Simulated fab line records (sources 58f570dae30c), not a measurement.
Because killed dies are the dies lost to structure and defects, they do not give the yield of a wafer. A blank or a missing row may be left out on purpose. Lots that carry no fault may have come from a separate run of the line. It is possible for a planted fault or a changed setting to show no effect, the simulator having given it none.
Which tool did it? / flow berkeley-cmos170 / 6 lots (18 wafers sampled), 1 step of a 331-step route

== WHAT THE GAUGES SHOWED, per wafer ==
UCB170_NWELL_OVL_MEAS_12.
lot=L177; measured=day 2 16:04; on=overlay-01; NWELL_OVL (nm)=8 -3 12
lot=L180; measured=day 3 06:46; on=overlay-01; NWELL_OVL (nm)=-3 4 6
lot=L186; measured=day 4 09:07; on=overlay-02; NWELL_OVL (nm)=12 5 1
lot=L188; measured=day 4 21:02; on=overlay-01; NWELL_OVL (nm)=8 0 1
lot=L193; measured=day 6 01:52; on=overlay-02; NWELL_OVL (nm)=-5 5 -5
lot=L197; measured=day 6 16:53; on=overlay-01; NWELL_OVL (nm)=2 2 4

== WHICH TOOL RAN EACH LOT (tool, then ch and the chambers of the sampled wafers, then the start) ==
Record: no process step prior to these readings.

== THE ANSWER, worked out from the rows above alone ==
Rule: the lots themselves supply what counts as usual. Put in order of their means at a reading, lots are off if they are a third of the lots or fewer, leave a main group of 4 or more, and stand apart from it by a gap of 3 or more times the standard deviation of the main group's means; of several such gaps the widest counts. A main group whose means are all the same, to the digits that the tables above print for the reading, isn't used. A lot without any number at a reading at which 4 lots or more have one is off too. All remaining lots with rows at the step are treated as sound.
No lot is off on any of the readings shown, so nothing can be concluded from this.

== WHAT THE SIMULATOR PUT IN ==
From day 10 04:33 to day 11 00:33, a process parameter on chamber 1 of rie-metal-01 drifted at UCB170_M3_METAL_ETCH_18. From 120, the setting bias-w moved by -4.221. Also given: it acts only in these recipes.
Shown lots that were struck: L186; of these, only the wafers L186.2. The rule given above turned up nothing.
